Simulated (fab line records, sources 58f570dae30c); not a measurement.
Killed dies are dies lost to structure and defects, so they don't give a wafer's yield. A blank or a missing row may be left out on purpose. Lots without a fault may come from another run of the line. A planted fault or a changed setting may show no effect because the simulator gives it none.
fab line records | flow berkeley_cmos170
record lots=5 wafers=15 last_day=12
route steps=331 shown SDANNEAL@205 PSD@206 NSD@207 PLDD@208 NLDD@209 SILICIDE@210 CONTACT@216
lots that met no fault: from a run of the same line without faults
start_h: hours from the record's first day to the start of the lot's first wafer shown | wait_h: hours since the lot's step before | " the same as in the row above | L1.1+2: a row that stands for several wafers | - no value, or no start given | * or withheld: withheld | < > ~ a bound
route shown NAME@n: a module of which the file shows steps, and the number in the route of the first | usual: mean/standard deviation of fault-free wafers | same: alike in all rows | chamber/n: place in a boat | sites: the reading at each site | _std_site: their standard deviation | _edge_site: outer sites' mean less inner sites' | radius_mm: how far each site lies from the wafer's centre | mask NAME#n: copy n | behind: the tool/chamber that last shaped the wafer | hold: why the lot was held/for how many hours/how that ended | device: the transistor (n, p or np) that didn't switch | end of line: the same wafers' tests at the end of the route | a step without rows: its recipe alone | killed: dies lost to structure and defects at the first sort, not the wafer's yield | map: a wafer's dies, x killed, . not, _ none there
set.NAME: the setting as run; set.NAME@STEP: as run at that earlier step | model.NAME: the simulator's own value behind a step, which no gauge read
lots at some steps of the route; a table a step, a row a wafer
services: from which hour (start_h, from the record's first day; less than 0 if before it) a tool's chamber was out of use, for how many hours, and why
## steps
# step UCB170_SDANNEAL_RTA_01
# recipe temp_c=1050 time_s=5 ambient=N2
# usual lamp_power_pct=35.8/1.2 wafer_temp_C_max=1056.3/1.2
# columns lot.wafer tool chamber start_h wait_h lamp_power_pct wafer_temp_C_max
L389.1 rtp_anneal-02 0 137.23 0.1 37.1 1056.3
L389.4 " 0 " " 37.1 1054.4
L389.5 " 0 " " 37.1 1059.1
L395.2 rtp_anneal-02 0 170.02 0.1 37.0 1056.8
L395.4 " 0 " " 37.1 1059.1
L395.6 " 0 " " 37.1 1056.5
L400.1 rtp_anneal-02 0 196.29 0.1 37.1 1056.3
L400.2 " 0 " " 37.1 1055.6
L400.4 " 0 " " 37.0 1057.1
L409.1 rtp_anneal-01 0 240.21 0.1 34.7 1059.3
L409.3 " 0 " " 34.6 1055.7
L409.5 " 0 " " 34.7 1057.1
L412.1 rtp_anneal-01 0 255.79 0.1 34.6 1055.3
L412.2 " 0 " " 34.6 1057.2
L412.4 " 0 " " 34.7 1056.4
# step UCB170_SDANNEAL_RS_MEAS_02
# recipe thk_meas_gauge=four-point-probe
# usual PSD_RS=75.8/0.37
# columns lot.wafer tool chamber start_h wait_h PSD_RS[ohm/sq]
L389.1 film_metro-02 - 137.29 0.0 75.6
L389.4 " - " " 75.7
L389.5 " - " " 75.7
L395.2 film_metro-02 - 170.09 0.1 75.2
L395.4 " - " " 75.5
L395.6 " - " " 75.4
L400.1 film_metro-03 - 196.38 0.1 76.0
L400.2 " - " " 76.1
L400.4 " - " " 75.8
L409.1 film_metro-03 - 240.27 0.0 76.0
L409.3 " - " " 76.3
L409.5 " - " " 76.3
L412.1 film_metro-03 - 255.85 0.0 75.9
L412.2 " - " " 76.1
L412.4 " - " " 76.0
# step UCB170_SDANNEAL_RS_MEAS_03
# recipe thk_meas_gauge=four-point-probe
# usual NSD_RS=37.28/0.12
# columns lot.wafer tool chamber start_h wait_h NSD_RS[ohm/sq]
L389.1 film_metro-02 - 137.41 0.1 37.28
L389.4 " - " " 37.25
L389.5 " - " " 37.33
L395.2 film_metro-02 - 170.21 0.1 37.35
L395.4 " - " " 37.28
L395.6 " - " " 37.32
L400.1 film_metro-03 - 196.50 0.1 37.21
L400.2 " - " " 37.29
L400.4 " - " " 37.27
L409.1 film_metro-03 - 240.39 0.1 37.46
L409.3 " - " " 37.43
L409.5 " - " " 37.42
L412.1 film_metro-03 - 255.97 0.1 37.43
L412.2 " - " " 37.47
L412.4 " - " " 37.39
# step UCB170_SDANNEAL_RS_MEAS_04
# recipe thk_meas_gauge=four-point-probe
# usual PLDD_RS=1031.3/2.9
# columns lot.wafer tool chamber start_h wait_h PLDD_RS[ohm/sq]
L389.1 film_metro-02 - 137.53 0.1 1029.4
L389.4 " - " " 1027.0
L389.5 " - " " 1027.8
L395.2 film_metro-02 - 170.33 0.1 1030.2
L395.4 " - " " 1028.8
L395.6 " - " " 1030.0
L400.1 film_metro-03 - 196.62 0.1 1035.4
L400.2 " - " " 1032.7
L400.4 " - " " 1034.2
L409.1 film_metro-03 - 240.51 0.1 1031.5
L409.3 " - " " 1030.8
L409.5 " - " " 1034.7
L412.1 film_metro-03 - 256.09 0.1 1028.5
L412.2 " - " " 1025.9
L412.4 " - " " 1028.8
# step UCB170_SDANNEAL_RS_MEAS_05
# recipe thk_meas_gauge=four-point-probe
# usual NLDD_RS=616.0/1.6
# columns lot.wafer tool chamber start_h wait_h NLDD_RS[ohm/sq]
L389.1 film_metro-02 - 137.65 0.1 614.9
L389.4 " - " " 614.4
L389.5 " - " " 615.2
L395.2 film_metro-02 - 170.45 0.1 612.0
L395.4 " - " " 614.0
L395.6 " - " " 613.2
L400.1 film_metro-03 - 196.74 0.1 617.0
L400.2 " - " " 616.4
L400.4 " - " " 617.2
L409.1 film_metro-03 - 240.63 0.1 617.5
L409.3 " - " " 619.6
L409.5 " - " " 616.7
L412.1 film_metro-03 - 256.21 0.1 616.8
L412.2 " - " " 618.1
L412.4 " - " " 617.6
# step UCB170_SILICIDE_PRE_CLEAN_00
# recipe gas=Ar preclean_etch_time_s=60
# step UCB170_SILICIDE_SPUTTER_01
# recipe material=Ti target_thk_nm=30 time_s=25 power_w=1460 chamber_pressure_pa=0.5
# usual cathode_dc_power_W=1460.0/0.29 throttle_valve_pct=29.7/1.4
# columns lot.wafer tool chamber start_h wait_h cathode_dc_power_W throttle_valve_pct
L389.1 pvd_sputter-03 - 137.83 0.0 1459.8 28.1
L389.4 " - " " 1459.5 30.6
L389.5 " - " " 1460.1 30.8
L395.2 pvd_sputter-03 - 170.61 0.0 1460.1 28.1
L395.4 " - " " 1460.1 30.6
L395.6 " - " " 1460.2 30.9
L400.1 pvd_sputter-04 - 196.92 0.0 1459.8 28.1
L400.2 " - " " 1460.0 29.6
L400.4 " - " " 1460.1 31.0
L409.1 pvd_sputter-02 - 240.81 0.0 1459.9 30.3
L409.3 " - " " 1460.3 31.1
L409.5 " - " " 1459.9 32.4
L412.1 pvd_sputter-03 - 256.40 0.0 1460.4 28.6
L412.2 " - " " 1460.1 30.5
L412.4 " - " " 1460.0 30.9
# step UCB170_SILICIDE_RS_MEAS_02
# recipe thk_meas_gauge=four-point-probe reads=Ti_of_SILICIDE_SPUTTER_01
# usual SILICIDE_TI_RS=27.14/0.28
# columns lot.wafer tool chamber start_h wait_h SILICIDE_TI_RS[ohm/sq]
L389.1 film_metro-04 - 137.86 0.0 27.31
L389.4 " - " " 27.03
L389.5 " - " " 27.22
L395.2 film_metro-04 - 170.66 0.0 27.03
L395.4 " - " " 27.32
L395.6 " - " " 27.41
L400.1 film_metro-03 - 196.95 0.0 27.39
L400.2 " - " " 27.52
L400.4 " - " " 27.64
L409.1 film_metro-04 - 240.84 0.0 27.08
L409.3 " - " " 27.18
L409.5 " - " " 27.10
L412.1 film_metro-01 - 256.43 0.0 27.10
L412.2 " - " " 27.04
L412.4 " - " " 27.13
# step UCB170_SILICIDE_THK_MEAS_03
# recipe thk_meas_gauge=xrf reads=Ti_of_SILICIDE_SPUTTER_01
# usual SILICIDE_TI_THK=28.9/0.35
# columns lot.wafer tool chamber start_h wait_h SILICIDE_TI_THK[nm]
L389.1 film_metro-04 - 137.98 0.1 29.0
L389.4 " - " " 29.0
L389.5 " - " " 28.9
L395.2 film_metro-04 - 170.77 0.1 29.2
L395.4 " - " " 29.0
L395.6 " - " " 28.9
L400.1 film_metro-03 - 197.07 0.1 28.6
L400.2 " - " " 28.5
L400.4 " - " " 28.5
L409.1 film_metro-04 - 240.96 0.1 29.1
L409.3 " - " " 28.9
L409.5 " - " " 29.0
L412.1 film_metro-01 - 256.55 0.1 28.6
L412.2 " - " " 28.5
L412.4 " - " " 28.6
# step UCB170_SILICIDE_RTA_04
# recipe temp_c=650 time_s=15 ambient=N2
# usual lamp_power_pct=10.0/0.33 wafer_temp_C_max=653.8/0.73
# columns lot.wafer tool chamber start_h wait_h lamp_power_pct wafer_temp_C_max
L389.1 rtp_anneal-01 0 138.04 0.1 9.6 653.9
L389.4 " 0 " " 9.6 653.3
L389.5 " 0 " " 9.6 653.8
L395.2 rtp_anneal-02 0 170.84 0.1 10.3 653.2
L395.4 " 0 " " 10.3 654.2
L395.6 " 0 " " 10.3 655.9
L400.1 rtp_anneal-01 0 197.13 0.1 9.6 653.9
L400.2 " 0 " " 9.6 653.2
L400.4 " 0 " " 9.6 653.6
L409.1 rtp_anneal-01 0 241.02 0.1 9.6 652.3
L409.3 " 0 " " 9.6 653.7
L409.5 " 0 " " 9.6 653.1
L412.1 rtp_anneal-02 0 256.61 0.1 10.3 653.8
L412.2 " 0 " " 10.3 652.6
L412.4 " 0 " " 10.3 654.2
# step UCB170_SILICIDE_WET_ETCH_05
# recipe chemistry=SPM time_s=45 temp_c=120 target=Ti
# step UCB170_CONTACT_CLEAN_00
# recipe chemistry=SPM temp_c=120 time_s=600
# step UCB170_CONTACT_CVD_01
# recipe material=PSG target_thk_nm=700 temp_c=450 precursor=SiH4/O2/PH3 time_s=2820 pressure_mtorr=300 sih4_flow_sccm=60 o2_flow_sccm=90 ph3_flow_sccm=25
# columns lot.wafer tool chamber start_h wait_h model.PSG_of_CONTACT_CVD_01.thk_nm
L389.1 lpcvd-02 1 138.31 0.0 707.3
L389.4 " 1 " " 708.1
L389.5 " 1 " " 703.7
L395.2 lpcvd-01 0 172.66 1.6 689.5
L395.4 " 0 " " 695.8
L395.6 " 0 " " 687.6
L400.1 lpcvd-02 0 199.09 1.6 955.4
L400.2 " 0 " " 953.1
L400.4 " 0 " " 948.4
L409.1 lpcvd-01 1 241.31 0.0 692.3
L409.3 " 1 " " 699.6
L409.5 " 1 " " 690.2
L412.1 lpcvd-01 0 257.89 0.1 698.1
L412.2 " 0 " " 700.9
L412.4 " 0 " " 696.1
# step UCB170_CONTACT_THK_MEAS_02
# recipe reads=PSG_of_CONTACT_CVD_01
# usual CONTACT_PSG_THK=700/7.9
# columns lot.wafer tool chamber start_h wait_h CONTACT_PSG_THK[nm]
L389.1 film_metro-03 - 140.10 0.0 708
L389.4 " - " " 708
L389.5 " - " " 704
L395.2 film_metro-02 - 174.45 0.0 689
L395.4 " - " " 696
L395.6 " - " " 687
L400.1 film_metro-02 - 200.87 0.0 955
L400.2 " - " " 953
L400.4 " - " " 948
L409.1 film_metro-03 - 243.09 0.0 692
L409.3 " - " " 699
L409.5 " - " " 691
L412.1 film_metro-03 - 259.67 0.0 698
L412.2 " - " " 700
L412.4 " - " " 696
# step UCB170_CONTACT_HMDS_03
# recipe prime_time_s=60 prime_temp_c=100
# step UCB170_CONTACT_COAT_04
# recipe resist=KrF spin_rpm=1500 resist_thk_nm=900
# step UCB170_CONTACT_SOFTBAKE_05
# recipe resist=KrF temp_c=130 time_s=60
# step UCB170_CONTACT_STRIP_06
# recipe chemistry=O2 power_w=400 pressure_mtorr=3500 platen_temp_c=withheld o2_flow_sccm=400 overash_fraction=0.5
# usual drypump_motor_current_A=5.6/0.51 oes_product_au=0.734/0.0044 strip_time_to_endpoint_s=21.96/0.056
# columns lot.wafer tool chamber start_h wait_h drypump_motor_current_A oes_product_au rf_hours_counter_h strip_time_to_endpoint_s
L389.1 plasma_asher-01 1 140.67 0.1 4.8 0.744 3 21.91
L389.4 " 1 " " 4.8 0.739 - 22.03
L389.5 " 0 " " 5.9 0.732 - 21.93
L395.2 plasma_asher-01 0 174.95 0.1 5.9 0.740 7 21.90
L395.4 " 0 " " 5.9 0.724 - 21.97
L395.6 " 1 " " 4.8 0.728 - 21.93
L400.1 plasma_asher-01 1 201.38 0.1 4.8 0.727 10 21.85
L400.2 " 0 " " 5.9 0.730 10 21.90
L400.4 " 1 " " 4.8 0.734 - 21.96
L409.1 plasma_asher-04 0 244.10 0.1 6.3 0.733 59 21.89
L409.3 " 0 " " 6.3 0.730 - 21.91
L409.5 " 1 " " 6.0 0.728 - 21.97
L412.1 plasma_asher-01 0 260.18 0.1 5.9 0.738 17 21.99
L412.2 " 1 " " 4.8 0.732 17 21.94
L412.4 " 1 " " 4.8 0.733 - 21.83
# step UCB170_CONTACT_CLEAN_07
# recipe chemistry=SPM temp_c=120 time_s=600
# step UCB170_CONTACT_RTA_08
# recipe temp_c=900 time_s=10 ambient=N2
# usual lamp_power_pct=23.2/0.78 wafer_temp_C_max=905.2/0.93
# columns lot.wafer tool chamber start_h wait_h lamp_power_pct wafer_temp_C_max
L389.1 rtp_anneal-02 0 140.95 0.0 24.0 903.8
L389.4 " 0 " " 24.0 906.0
L389.5 " 0 " " 24.0 904.6
L395.2 rtp_anneal-02 0 175.24 0.0 24.0 905.4
L395.4 " 0 " " 24.0 906.9
L395.6 " 0 " " 24.0 907.1
L400.1 rtp_anneal-01 0 201.74 0.0 22.4 903.9
L400.2 " 0 " " 22.4 904.0
L400.4 " 0 " " 22.5 905.2
L409.1 rtp_anneal-01 0 244.39 0.0 22.5 903.7
L409.3 " 0 " " 22.4 906.1
L409.5 " 0 " " 22.5 905.1
L412.1 rtp_anneal-01 0 260.48 0.0 22.5 905.1
L412.2 " 0 " " 22.5 906.6
L412.4 " 0 " " 22.4 904.5
# step UCB170_CONTACT_COAT_09
# recipe resist=BARC temp_c=withheld time_s=withheld spin_rpm=3000 resist_thk_nm=withheld
# step UCB170_CONTACT_COAT_10
# recipe resist=KrF spin_rpm=1500 resist_thk_nm=900
# step UCB170_CONTACT_SOFTBAKE_11
# recipe resist=KrF temp_c=130 time_s=60
# step UCB170_CONTACT_EXPOSE_12
# recipe mask_id=CONT target_cd_nm=700 na=0.5 sigma_outer=0.6 source_shape=conventional dose_mj=35
# step UCB170_CONTACT_PEB_13
# recipe peb_temp_c=130 peb_time_s=withheld resist=KrF
# step UCB170_CONTACT_DEVELOP_14
# recipe developer=TMAH develop_time_s=45 resist=KrF dev_temp_c=21
# step UCB170_CONTACT_CD_MEAS_15
# recipe target_cd_nm=700
# usual cd_nm=700.0/1.2
# columns lot.wafer tool chamber start_h wait_h cd_nm
L389.1 cd_sem-01 - 142.23 - 700.5
L389.4 " - " " 699.5
L389.5 " - " " 700.1
L395.2 cd_sem-02 - 176.17 - 699.0
L395.4 " - " " 699.6
L395.6 " - " " 699.1
L400.1 cd_sem-01 - 202.99 - 699.0
L400.2 " - " " 699.5
L400.4 " - " " 700.0
L409.1 cd_sem-01 - 246.00 - 699.7
L409.3 " - " " 698.9
L409.5 " - " " 700.0
L412.1 cd_sem-02 - 261.51 - 700.5
L412.2 " - " " 700.7
L412.4 " - " " 701.9
# step UCB170_CONTACT_OVL_MEAS_16
# usual CONTACT_OVL=0/5.9
# columns lot.wafer tool chamber start_h wait_h CONTACT_OVL[nm]
L389.1 overlay-02 - 142.35 0.1 2
L389.4 " - " " -2
L389.5 " - " " -1
L395.2 overlay-02 - 176.27 0.1 -1
L395.4 " - " " -5
L395.6 " - " " -7
L400.1 overlay-01 - 203.11 0.1 6
L400.2 " - " " 9
L400.4 " - " " 11
L409.1 overlay-02 - 246.12 0.1 5
L409.3 " - " " 5
L409.5 " - " " -1
L412.1 overlay-01 - 261.63 0.1 4
L412.2 " - " " -7
L412.4 " - " " -5
# step UCB170_CONTACT_ETCH_17
# recipe chemistry=N2/H2 target_depth_a=withheld overetch_a=withheld target=BARC time_s=withheld source_w=500 bias_w=100 pressure_mtorr=30 n2_flow_sccm=100 h2_flow_sccm=200
# step UCB170_CONTACT_ETCH_18
# recipe chemistry=CHF3/CF4/Ar target=PSG stop_on=TiSi2 CHF3_flow_sccm=45 cf4_flow_sccm=15 Ar_flow_sccm=150 pressure_mtorr=200 rf_w=700 target_depth_a=8400 over_etch_frac=0.2 time_s=195
# usual CHF3_flow_sccm=45.00/0.13 drypump_motor_current_A=5.7/0.48 oes_product_au=0.895/0.014 throttle_valve_pct=6.86/0.1
# same over_etch_frac=0.2
# columns lot.wafer tool chamber start_h wait_h CHF3_flow_sccm drypump_motor_current_A oes_product_au rf_hours_counter_h throttle_valve_pct model.etch.depth_nm model.CONTACT.feature_depth_nm
L389.1 rie_diel-03 0 - - 44.82 5.0 0.895 12 6.85 707.3 707.3
L389.4 " 2 " " 44.88 6.0 0.895 20 6.81 708.1 708.1
L389.5 " 2 " " 45.10 6.0 0.889 - 6.80 703.7 703.7
L395.2 rie_diel-01 1 - - 44.97 5.2 0.887 26 6.95 689.5 689.5
L395.4 " 0 " " 44.82 5.9 0.897 68 6.95 695.8 695.8
L395.6 " 1 " " 44.97 5.2 0.879 - 6.97 687.6 687.6
L400.1 rie_diel-03 0 - - 44.96 5.0 1.000 16 6.83 838.1 838.1
L400.2 " 2 " " 45.12 6.0 0.997 23 6.82 841.9 841.9
L400.4 " 3 " " 45.04 6.3 0.980 12 6.80 831.1 831.1
L409.1 rie_diel-02 2 - - 44.98 5.8 0.861 24 6.86 692.3 692.3
L409.3 " 3 " " 44.85 5.6 0.882 9 6.96 699.6 699.6
L409.5 " 1 " " 44.97 5.3 0.899 - 6.89 690.2 690.2
L412.1 rie_diel-02 0 - - 44.98 5.8 0.908 7 7.00 698.1 698.1
L412.2 " 1 " " 44.95 5.3 0.921 4 6.88 700.9 700.9
L412.4 " 3 " " 45.11 5.6 0.873 9 6.97 696.1 696.1
# step UCB170_CONTACT_STRIP_19
# recipe chemistry=O2 power_w=400 pressure_mtorr=3500 platen_temp_c=withheld o2_flow_sccm=400 overash_fraction=0.5259
## services
# columns tool chamber start_h hours kind
plasma_asher-01 0 117.75 - clean
plasma_asher-01 1 117.75 - clean
rie_diel-02 0 119.84 - clean
rie_diel-02 0 119.84 23.5 scheduled_down
rie_diel-02 0 119.84 23.5 vent_cycle
pvd_sputter-04 - 132.00 1.5 repair
plasma_asher-04 - 145.39 2.4 repair
rie_diel-03 1 159.17 7.0 repair
rie_diel-02 1 161.49 - clean
rie_diel-02 1 161.49 16.6 scheduled_down
rie_diel-02 1 161.49 16.6 vent_cycle
rie_diel-02 3 161.93 1.9 repair
rie_diel-02 2 165.38 11.7 repair
rie_diel-03 - 173.02 0.1 repair
rie_diel-03 3 189.20 5.1 repair
lpcvd-02 - 214.07 0.8 repair
rie_diel-01 - 221.75 0.7 repair
pvd_sputter-04 - 224.77 2.2 repair
rie_diel-02 - 232.99 1.0 repair
## key
first_sign step=UCB170_CONTACT_THK_MEAS_02 reading=CONTACT_PSG_THK direction=up sigmas=32 usual=700 struck=952
effect step=UCB170_CONTACT_ETCH_18 reading=oes_product_au direction=up sigmas=6.9 usual=0.895 struck=0.992
model_effect step=UCB170_CONTACT_CVD_01 value=PSG_of_CONTACT_CVD_01.thk_nm without=686.1 struck=952.3
model_effect step=UCB170_CONTACT_ETCH_18 value=etch.depth_nm without=686.1 struck=837
met_at UCB170_CONTACT_CVD_01
struck_wafers L400.1,L400.2,L400.4
later_rows_left_out L400.1,L400.2,L400.4
sort_left_out L400.1,L400.2,L400.4
tester_left_out L400
also_fits UCB170_SDANNEAL_RTA_01:rtp_anneal-02,UCB170_SILICIDE_SPUTTER_01:pvd_sputter-04
fault kind=process_parameter_drift tool=lpcvd-02 chamber=0 onset_h=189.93 steps=UCB170_CONTACT_CVD_01 channel=target_thk_nm offset=266.22 shape=step end_h=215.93 acts_in=these_recipes_only stated=700
# tester_left_out: of these lots the tester's yield and bins aren't shown, on N5 and GAA mostly nor the transistor test; their killed dies are dies lost to structure and defects alone, not to doping, threshold or leakage, so they don't give the yield
# sort_left_out: the simulated sort isn't trusted on such a fault, so these wafers' sort isn't shown, and their yield isn't known
# later_rows_left_out: the simulator's readings of these wafers behind a module that went badly wrong aren't trusted and aren't shown, but for the sort
